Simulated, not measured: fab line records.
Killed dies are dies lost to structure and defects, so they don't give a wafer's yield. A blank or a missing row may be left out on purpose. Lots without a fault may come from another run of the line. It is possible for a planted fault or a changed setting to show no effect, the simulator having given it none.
fab line records -- flow berkeleyCmos170
record lots=14, wafers=42, lastDay=12
route steps=331 shown M3@327
lots untouched by any fault: they come from a run of this same line in which no faults occurred
startH: hours from the record's first day to the start of the lot's first wafer shown -- waitH: hours from the lot's prior step to this one -- " the same as in the row above -- L1.1+2: a single row standing in for several wafers -- - no value, or no start was given -- * or withheld: withheld -- < > ~ a bound
route shown NAME@n: a module of which the file shows steps, and the number in the route of the first -- usual: mean/standard deviation taken from wafers without a fault -- same: alike in all rows -- chamber/n: place in a boat -- sites: readings site by site -- _std_site: standard deviation across them -- _edge_site: inner sites' mean taken away from outer sites' mean -- radiusMm: how far each site lies from the wafer's centre -- mask NAME#n: copy n -- behind: the most recent tool/chamber to have shaped the wafer -- hold: cause of the lot's hold/its duration in hours/its outcome -- device: the n, p or np transistor that did not switch -- end of line: the same wafers' tests at the end of the route -- a step given without rows: its recipe and nothing more -- killed: the dies lost at the first sort to structure and to defects; this is not the yield of the wafer -- map: dies across one wafer; x = killed, . = not, _ = none there
set.NAME: the setting that was run; set.NAME@STEP: the one run at that earlier step -- model.NAME: the simulator's own value behind a step, which no gauge read
steps of the route over a sample of lots; a table a step, a row a wafer
services: from which hour (startH, from the record's first day; less than 0 if before it) a tool's chamber was out of use, for how many hours, and why
## steps
# step UCB170_M3_METAL_ETCH_18
# recipe chemistry=Cl2/BCl3, target=Al, stopOn=SiO2, pressureMtorr=12, targetDepthA=11700, overEtchFrac=0.3, timeS=195, icpW=600, biasW=120, Cl2_flow_sccm=90, bcl3FlowSccm=45
# usual drypumpMotorCurrentA=5.6/0.46, oesProductAu=0.849/0.01, rfFwdPowerW=598.4/1.7, throttleValvePct=24.40/0.18
lot.wafer,tool,chamber,startH,waitH,drypumpMotorCurrentA,oesProductAu,rfFwdPowerW,rfHoursCounterH,throttleValvePct
L532.1,rieMetal-02,1,190.70,-,6.5,0.849,598.9,4,24.29
L532.5,rieMetal-02,0,190.70,-,5.3,0.856,600.0,-,24.60
L532.6,rieMetal-02,1,190.70,-,6.4,0.856,596.8,-,24.26
L533.1,rieMetal-01,0,191.93,-,5.0,0.838,597.0,2,24.07
L533.4,rieMetal-01,0,191.93,-,5.1,0.834,596.9,-,24.07
L533.5,rieMetal-01,0,191.93,-,5.1,0.834,595.9,-,24.08
L535.1,rieMetal-01,1,197.82,-,5.2,0.853,597.8,0,24.46
L535.2,rieMetal-01,0,197.82,-,5.1,0.828,599.4,3,24.07
L535.3,rieMetal-01,1,197.82,-,5.2,0.861,600.6,-,24.44
L536.1,rieMetal-03,1,198.29,-,5.8,0.854,596.6,8,24.47
L536.4,rieMetal-03,0,198.29,-,5.9,0.842,597.5,-,24.53
L536.6,rieMetal-03,1,198.29,-,5.8,0.846,599.3,-,24.48
L534.1,rieMetal-02,0,199.14,-,5.3,0.861,595.3,4,24.61
L534.4,rieMetal-02,1,199.14,-,6.4,0.861,597.0,-,24.26
L534.6,rieMetal-02,1,199.14,-,6.4,0.848,595.0,-,24.28
L538.2,rieMetal-03,1,217.11,-,5.9,0.847,601.9,8,24.47
L538.4,rieMetal-03,1,217.11,-,5.9,0.851,599.6,-,24.47
L538.6,rieMetal-03,0,217.11,-,5.9,0.848,601.1,-,24.53
L542.2,rieMetal-03,0,229.58,-,5.9,0.865,597.3,8,24.54
L542.3,rieMetal-03,0,229.58,-,5.9,0.863,599.1,-,24.53
L542.4,rieMetal-03,1,229.58,-,5.8,0.866,597.2,-,24.48
L541.2,rieMetal-03,0,231.10,-,5.9,0.847,838.3,8,24.53
L541.3,rieMetal-03,1,231.10,-,5.9,0.859,597.1,-,24.48
L541.5,rieMetal-03,1,231.10,-,5.8,0.851,597.6,-,24.48
L547.3,rieMetal-01,1,262.18,-,5.2,0.857,598.6,-,24.45
L547.4,rieMetal-01,0,262.18,-,5.1,0.838,598.7,-,24.09
L547.5,rieMetal-01,0,262.18,-,5.1,0.839,597.4,-,24.06
L546.2,rieMetal-03,1,267.06,-,5.8,0.852,595.7,10,24.49
L546.3,rieMetal-03,0,267.06,-,5.9,0.848,839.6,-,24.54
L546.4,rieMetal-03,1,267.06,-,5.8,0.860,596.2,-,24.47
L550.3,rieMetal-01,1,278.95,-,5.2,0.846,601.0,-,24.44
L550.4,rieMetal-01,0,278.95,-,5.1,0.828,599.4,-,24.06
L550.6,rieMetal-01,0,278.95,-,5.1,0.836,598.7,-,24.06
L549.1,rieMetal-02,1,279.01,-,6.4,0.845,599.7,7,24.27
L549.3,rieMetal-02,1,279.01,-,6.4,0.855,601.0,-,24.30
L549.4,rieMetal-02,0,279.01,-,5.4,0.856,598.4,-,24.62
L555.1,rieMetal-01,1,291.86,-,5.2,0.856,597.4,2,24.44
L555.2,rieMetal-01,0,291.86,-,5.0,0.849,600.3,5,24.07
L555.6,rieMetal-01,0,291.86,-,5.1,0.839,598.8,-,24.08
L552.1,rieMetal-02,1,294.97,-,6.4,0.842,599.6,7,24.28
L552.2,rieMetal-02,0,294.97,-,5.4,0.857,598.8,7,24.61
L552.5,rieMetal-02,0,294.97,-,5.3,0.856,599.4,-,24.59
# step UCB170_M3_STRIP_19
# recipe chemistry=O2, powerW=400, pressureMtorr=3500, platenTempC=withheld, o2FlowSccm=400, overashFraction=0.5
# usual drypumpMotorCurrentA=5.3/0.33, oesProductAu=0.550/0.011
lot.wafer,tool,chamber,startH,waitH,drypumpMotorCurrentA,oesProductAu,rfHoursCounterH
L532.1,plasmaAsher-02,0,190.89,0.1,5.2,0.540,47
L532.5,plasmaAsher-02,1,190.89,0.1,5.1,0.569,-
L532.6,plasmaAsher-02,0,190.89,0.1,5.2,0.539,-
L533.1,plasmaAsher-02,1,192.30,0.3,5.1,0.543,48
L533.4,plasmaAsher-02,0,192.30,0.3,5.2,0.551,-
L533.5,plasmaAsher-02,1,192.30,0.3,5.1,0.539,-
L535.1,plasmaAsher-02,0,198.01,0.1,5.2,0.555,48
L535.2,plasmaAsher-02,1,198.01,0.1,5.0,0.536,48
L535.3,plasmaAsher-02,1,198.01,0.1,5.0,0.560,-
L536.1,plasmaAsher-03,1,198.48,0.1,5.7,0.553,43
L536.4,plasmaAsher-03,1,198.48,0.1,5.7,0.559,-
L536.6,plasmaAsher-03,0,198.48,0.1,4.9,0.564,-
L534.1,plasmaAsher-01,1,199.33,0.1,5.8,0.558,48
L534.4,plasmaAsher-01,1,199.33,0.1,5.7,0.551,-
L534.6,plasmaAsher-01,0,199.33,0.1,5.4,0.543,-
L538.2,plasmaAsher-03,0,217.30,0.1,4.9,0.552,45
L538.4,plasmaAsher-03,0,217.30,0.1,4.9,0.546,-
L538.6,plasmaAsher-03,1,217.30,0.1,5.7,0.552,-
L542.2,plasmaAsher-03,1,229.77,0.1,5.7,0.554,46
L542.3,plasmaAsher-03,1,229.77,0.1,5.7,0.552,-
L542.4,plasmaAsher-03,0,229.77,0.1,4.9,0.548,-
L541.2,plasmaAsher-01,0,231.28,0.1,5.4,0.314,52
L541.3,plasmaAsher-01,0,231.28,0.1,5.4,0.553,-
L541.5,plasmaAsher-01,0,231.28,0.1,5.4,0.549,-
L547.3,plasmaAsher-01,0,262.34,0.1,5.4,0.568,-
L547.4,plasmaAsher-01,1,262.34,0.1,5.8,0.545,-
L547.5,plasmaAsher-01,1,262.34,0.1,5.8,0.563,-
L546.2,plasmaAsher-01,1,267.25,0.1,5.7,0.547,56
L546.3,plasmaAsher-01,0,267.25,0.1,5.4,0.319,-
L546.4,plasmaAsher-01,1,267.25,0.1,5.7,0.535,-
L550.3,plasmaAsher-03,0,279.11,0.1,4.9,0.553,-
L550.4,plasmaAsher-03,1,279.11,0.1,5.7,0.532,-
L550.6,plasmaAsher-03,0,279.11,0.1,4.9,0.540,-
L549.1,plasmaAsher-02,1,279.19,0.1,5.1,0.541,55
L549.3,plasmaAsher-02,1,279.19,0.1,5.1,0.545,-
L549.4,plasmaAsher-02,0,279.19,0.1,5.2,0.564,-
L555.1,plasmaAsher-03,0,292.05,0.1,4.8,0.556,54
L555.2,plasmaAsher-03,1,292.05,0.1,5.7,0.544,54
L555.6,plasmaAsher-03,1,292.05,0.1,5.7,0.525,-
L552.1,plasmaAsher-02,0,295.16,0.1,5.1,0.541,56
L552.2,plasmaAsher-02,1,295.16,0.1,5.1,0.572,56
L552.5,plasmaAsher-02,0,295.16,0.1,5.2,0.574,-
# step UCB170_M3_CD_MEAS_90
# recipe targetCdNm=700
# usual cdNm=699/3.5
lot.wafer,tool,chamber,startH,waitH,cdNm
L532.1,cdSem-02,-,190.99,0.1,699
L532.5,cdSem-02,-,190.99,0.1,697
L532.6,cdSem-02,-,190.99,0.1,698
L533.1,cdSem-02,-,192.40,0.1,701
L533.4,cdSem-02,-,192.40,0.1,698
L533.5,cdSem-02,-,192.40,0.1,702
L535.1,cdSem-02,-,198.11,0.1,698
L535.2,cdSem-02,-,198.11,0.1,707
L535.3,cdSem-02,-,198.11,0.1,698
L536.1,cdSem-01,-,198.58,0.1,695
L536.4,cdSem-01,-,198.58,0.1,702
L536.6,cdSem-01,-,198.58,0.1,697
L534.1,cdSem-01,-,199.43,0.1,695
L534.4,cdSem-01,-,199.43,0.1,699
L534.6,cdSem-01,-,199.43,0.1,696
L538.2,cdSem-01,-,217.42,0.1,700
L538.4,cdSem-01,-,217.42,0.1,701
L538.6,cdSem-01,-,217.42,0.1,706
L542.2,cdSem-01,-,229.89,0.1,703
L542.3,cdSem-01,-,229.89,0.1,706
L542.4,cdSem-01,-,229.89,0.1,695
L541.2,cdSem-01,-,231.40,0.1,685
L541.3,cdSem-01,-,231.40,0.1,695
L541.5,cdSem-01,-,231.40,0.1,696
L547.3,cdSem-01,-,262.45,0.1,699
L547.4,cdSem-01,-,262.45,0.1,703
L547.5,cdSem-01,-,262.45,0.1,702
L546.2,cdSem-02,-,267.37,0.1,691
L546.3,cdSem-02,-,267.37,0.1,680
L546.4,cdSem-02,-,267.37,0.1,691
L550.3,cdSem-01,-,279.21,0.1,698
L550.4,cdSem-01,-,279.21,0.1,698
L550.6,cdSem-01,-,279.21,0.1,698
L549.1,cdSem-02,-,279.29,0.1,699
L549.3,cdSem-02,-,279.29,0.1,697
L549.4,cdSem-02,-,279.29,0.1,694
L555.1,cdSem-01,-,292.15,0.1,697
L555.2,cdSem-01,-,292.15,0.1,697
L555.6,cdSem-01,-,292.15,0.1,700
L552.1,cdSem-02,-,295.26,0.1,702
L552.2,cdSem-02,-,295.26,0.1,699
L552.5,cdSem-02,-,295.26,0.1,702
## services
tool,chamber,startH,hours,kind
rieMetal-01,1,178.11,-,clean
rieMetal-01,1,178.11,16.0,scheduledDown
rieMetal-01,1,178.11,16.0,ventCycle
rieMetal-03,-,187.41,1.3,repair
plasmaAsher-02,-,221.27,4.3,pm
plasmaAsher-02,-,239.97,14.6,pm
plasmaAsher-02,-,282.08,2.8,pm
rieMetal-03,-,294.57,4.3,pm
## key
firstSign step=UCB170_M3_METAL_ETCH_18, reading=rfFwdPowerW, direction=up, sigmas=99+, usual=598.4, struck=839.0
effect step=UCB170_M3_STRIP_19, reading=oesProductAu, direction=down, sigmas=21, usual=0.550, struck=0.317
effect step=UCB170_M3_CD_MEAS_90, reading=cdNm, direction=down, sigmas=4.7, usual=699, struck=682
metAt UCB170_M3_METAL_ETCH_18
struckLots L541,L546
struckWafers L541.2,L546.3
onsetBetween 229.58 231.10
fault kind=processParameterDrift, tool=rieMetal-03, chamber=0, onsetH=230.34, steps=UCB170_M3_METAL_ETCH_18, channel=icpW, offset=240, shape=step, endH=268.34, actsIn=theseRecipesOnly, stated=600
